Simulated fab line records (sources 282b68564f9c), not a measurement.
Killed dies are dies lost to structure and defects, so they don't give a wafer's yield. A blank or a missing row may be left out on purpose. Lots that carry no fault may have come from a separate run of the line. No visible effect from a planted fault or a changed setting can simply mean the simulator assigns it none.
Comparing a struck lot with a sound one    flow rit_cmos    16 out of 202 route steps
Sound: the wafers L138.1, L138.2, L138.3. Wafers struck: L147.1, L147.2, L147.4. Last of all comes the cause.
At each step with rows: each side's tool, then ch and its chambers, then its first start. Under that, the readings that differ: sound wafers    struck wafers    difference of the means    sigmas: that difference in standard deviations of wafers without a fault.
alike: readings whose means differ by less than 2 such deviations, and words and numbers that are the same on both sides. not compared: withheld readings, readings that some wafer has no value for, bounds like >300 that may hide the same value, and numbers for which the record gives no deviation and whose values overlap.
A row with sigmas, a row that says differs or no value, or rows on one side alone: a step with any of these is where the two part. Numbers that don't overlap but have no deviation are shown without sigmas and don't part them. Lack of a reading on every wafer of one side parts them only where that side has two or more wafers.

first, 4 steps without rows for these wafers: RIT_ACTIVE_SOFTBAKE_07 (time 57.02 s); RIT_ACTIVE_EXPOSE_08 (exposes mask M1, target cd 1400 nm); RIT_ACTIVE_PEB_09; RIT_ACTIVE_DEVELOP_10 (develop time 50 s).
RIT_ACTIVE_CD_MEAS_11: the cd target is 1400 nm.
  sound: cd_sem-02 at day 1 15:11; struck: cd_sem-01 at day 3 11:34
  alike: cd_nm
then, 1 step without rows for these wafers: RIT_ACTIVE_HARDBAKE_12 (time 60 s).
RIT_ACTIVE_ETCH_13: etches Si3N4 in SF6, stops on SiO2, time 210 s, target depth 210 nm.
  sound on rie_diel-01 ch 0,1,2, day 1 15:28; struck on rie_diel-02 ch 0,2, day 3 12:01
  alike: drypump_motor_current_A, oes_product_au, throttle_valve_pct
  not compared: rf_hours_counter_h
RIT_ACTIVE_STRIP_14: strips in O2, time 180 s.
  sound on plasma_asher-02 ch 0,1, day 1 15:35; struck on plasma_asher-03 ch 0,1, day 3 12:09
  alike: drypump_motor_current_A, rf_refl_power_W
  not compared: rf_hours_counter_h
RIT_ACTIVE_CD_MEAS_90: the cd target is 1400 nm.
  sound: cd_sem-01 at day 1 15:46; struck: cd_sem-01 at day 3 12:19
  alike: cd_nm
then, 3 steps without rows for these wafers: RIT_ACTIVE_CLEAN_15 (cleans in SC1, time 600 s); RIT_ACTIVE_CLEAN_16 (cleans in dHF, time 30 s); RIT_ACTIVE_CLEAN_17 (cleans in SC2, time 600 s).
RIT_FOX1_OXIDATION_00: target thk 350.7 nm, ox time 1130 s.
  sound on furnace-03 ch 0, day 1 16:52; struck on furnace-03 ch 0, day 3 12:49
reading                                      sound                 struck                difference  sigmas
spike_tc_centre_C (C)                        1101.1 1102.3 1101.7  1137.0 1136.1 1135.2  +34.4       +31
spike_tc_load_C (C)                          1120.8 1124.8 1122.6  1157.7 1155.2 1156.3  +33.7       +19
spike_tc_source_C (C)                        1125 1124 1129        1159 1161 1162        +35         +11
tube_center_temp_C (C)                       1100.2 1099.9 1100.1  1135 1135.2 1134.9    +35         +99 or more
tube_center_temp_C_max                       1102.6 1102.7 1103.3  1137.1 1137.7 1137.1  +34.4       +68
zone_power_source_pct (%)                    41.3 41.2 41.1        44.5 44.2 44.5        +3.2        +2
model.SiO2_of_FOX1_OXIDATION_00.thk_nm (nm)  352.3 355.3 357.1     412.4 406.7 415.8     +56.7       
  alike: zone_power_load_pct
RIT_FOX1_THK_MEAS_01:
  sound: film_metro-02 at day 1 18:11; struck: film_metro-03 at day 3 14:07
reading              sound        struck       difference  sigmas
FOX1_OXIDE_THK (nm)  353 355 357  412 407 416  +57         +8
then, 1 step without rows for these wafers: RIT_FOX1_WET_ETCH_02 (etches SiO2 in BOE, target depth 350 nm, time 390 s).
RIT_M1_PROBE_99:
  sound: prober-01 at day 3 10:25; struck: prober-02 at day 5 08:01
reading                              sound              struck             difference  sigmas
model.etest.nldd.width_nm (nm)       3188 3185 3186     3118 3110 3108     -74         
model.etest.pldd.width_nm (nm)       3194 3199 3191     3113 3115 3101     -85         
model.etest.pplus_sal.width_nm (nm)  3446 3469 3460     3384 3419 3393     -60         
model.etest.nplus_sal.width_nm (nm)  3467 3458 3463     3397 3381 3387     -74         
model.etest.nmos_narrow.drive_ua_um  210.6 207 210.5    195.1 191.3 190.9  -16.9       
model.etest.pmos_narrow.drive_ua_um  92.28 90.87 94.19  88.57 88.81 86.35  -4.54       
  alike: killed_at_contacts, killed_at_front_end, killed_dies, killed_on_rim, killed_open, killed_short

WHERE THEY PART
Last at RIT_FOX1_THK_MEAS_01 as far as this record goes, first at RIT_FOX1_OXIDATION_00. Later steps at which nothing parts them and some readings are alike: RIT_M1_PROBE_99.

WHY: what the simulator had put in
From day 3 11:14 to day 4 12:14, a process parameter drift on furnace-03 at RIT_FOX1_OXIDATION_00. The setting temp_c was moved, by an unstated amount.
